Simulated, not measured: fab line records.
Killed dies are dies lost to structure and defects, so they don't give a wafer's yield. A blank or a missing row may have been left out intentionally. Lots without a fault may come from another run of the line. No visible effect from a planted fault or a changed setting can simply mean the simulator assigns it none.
2 desks looking at one fault ; flow berkeley_cmos170 ; numbers are kept per desk, each desk with only its own; the story behind them comes last

TOOL OWNER'S DESK, rie_metal-02
The tool's own readings at UCB170_M2_METAL_ETCH_18 (etches Al in Cl2/BCl3, stops on SiO2, target depth 1170 nm, time 195 s): means of the sampled wafers that have a number, for each lot that ran on this tool. Marked OUT: a lot whose mean sits more than 4 standard deviations from the usual mean, which makes it out of limits; the brackets give that distance.
Columns: A = chamber_pressure_mTorr at UCB170_M2_METAL_ETCH_18, usual 12.001 mTorr; B = drypump_motor_current_A at UCB170_M2_METAL_ETCH_18, usual 5.9 A; C = oes_product_au at UCB170_M2_METAL_ETCH_18, usual 0.856 a.u.; D = throttle_valve_pct at UCB170_M2_METAL_ETCH_18, usual 24.35 %
lot;first seen here;A;B;C;D
L473;day 7 11:49;12.002;5.9;0.855;24.20
L482;day 10 02:41;14.404 (+99 or more) OUT;5.9;0.841;24.20
L484;day 10 06:23;14.402 (+99 or more) OUT;5.4;0.842;24.19
Finding of this desk: L482, L484 out of limits; the first was L482 at day 10 02:41, on chamber_pressure_mTorr at UCB170_M2_METAL_ETCH_18. Within limits: L473.

THE METROLOGY DESK
Lot by lot, what the gauges showed, no matter which tool ran the lot: averages of those sampled wafers that carry a number. Marked OUT: a lot whose mean sits more than 4 standard deviations from the usual mean, which makes it out of limits; the brackets give that distance.
Columns: A = M1_OVL at UCB170_M1_OVL_MEAS_10, usual 2 nm; B = M2_AL_THK at UCB170_M2_THK_MEAS_03, usual 904 nm
lot;first seen here;A;B
L473;day 7 02:26;2;899
L474;day 7 05:16;5;897
L476;day 8 01:03;10;912
L477;day 8 01:10;5;915
L481;day 9 14:13;3;900
L482;day 9 14:22;-1;896
L483;day 9 14:46;5;890
L484;day 9 20:16;-2;901
L488;day 10 02:27;4;902
L490;day 10 11:55;4;909
L491;day 11 08:47;-3;898
L492;day 11 10:04;-2;904
L493;day 11 12:17;-1;908
L495;day 11 20:55;4;915
This desk's finding: nothing out of limits on any of the 14 lots.

ALL TOGETHER
On L482, L484, at day 10 02:41, an alarm was possible from the tool owner's desk.
Metrology desk: nothing out of limits seen.
The metrology desk has L482, L484 on record, within its limits.
Of the lots named, all ran UCB170_M2_METAL_ETCH_18 on rie_metal-02.

WHAT THE SIMULATOR HAD INSERTED
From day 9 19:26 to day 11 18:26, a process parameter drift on rie_metal-02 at UCB170_M2_METAL_ETCH_18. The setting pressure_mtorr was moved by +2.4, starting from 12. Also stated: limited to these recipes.
Struck lots among those shown: L482, L484.
Each desk's first reading out of limits, in hours after the fault started: the tool owner's desk, 7.
